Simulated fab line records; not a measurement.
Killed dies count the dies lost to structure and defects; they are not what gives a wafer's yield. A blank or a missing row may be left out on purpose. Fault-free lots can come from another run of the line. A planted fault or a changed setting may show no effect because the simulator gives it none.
Chamber matching | flow berkeley cmos170 | cmp-01 running UCB170_V1_CMP_02: 4 sister chambers
The step polishes SiO2. 14 wafers are shown with their chamber, then 7 later ones without.

WAFERS WITH THEIR CHAMBER
wafer  | chamber | motor current A (A)
L108.2 | 1       | 13.1
L108.3 | 0       | 15.3
L108.6 | 3       | 11.9
L110.3 | 1       | 14.4
L110.5 | 2       | 16.2
L110.6 | 3       | 12.1
L112.1 | 2       | 15.4
L112.4 | 3       | 12.3
L112.5 | 1       | 14.0
L117.1 | 1       | 13.9
L117.4 | 3       | 12.0
L117.6 | 1       | 13.7
L120.1 | 0       | 14.8
L120.2 | 2       | 16.2

SIGNATURES (means of the wafers above)
reading         | chamber 0 | chamber 1 | chamber 2 | chamber 3 | scatter within a chamber
motor current A | 15.050    | 13.820    | 15.933    | 12.075    | 0.393
Rule: for a wafer and a chamber, the distance is found by dividing, reading by reading, the gap between the wafer's reading and the chamber's mean by the reading's scatter, squaring, summing and taking the root. If the next closest chamber is less than 2 further off than the closest, the wafer can't be placed; otherwise it belongs to the closest. The scatter: the root of (the sum of the squares of (reading less its chamber's mean) over the shown wafers, divided by (wafers less chambers)).

WAFERS WITHOUT THEIR CHAMBER
wafer  | motor current A (A)
L120.5 | 15.5
L119.3 | 14.5
L119.5 | 15.8
L119.6 | 13.8
L122.1 | 15.8
L122.5 | 15.4
L122.6 | 12.1

THE CHAMBER EACH PASSED THROUGH
wafer  | from the rows above     | in truth
L120.5 | can't be placed: 2 or 0 | 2
L119.3 | can't be placed: 0 or 1 | 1
L119.5 | can't be placed: 2 or 0 | 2
L119.6 | 1                       | 1
L122.1 | can't be placed: 2 or 0 | 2
L122.5 | can't be placed: 0 or 2 | 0
L122.6 | 3                       | 3
Placed correctly: 2 of 7. Can't be placed from these rows: 5 (the true chamber is among the candidates in 5). Wrongly placed: 0.
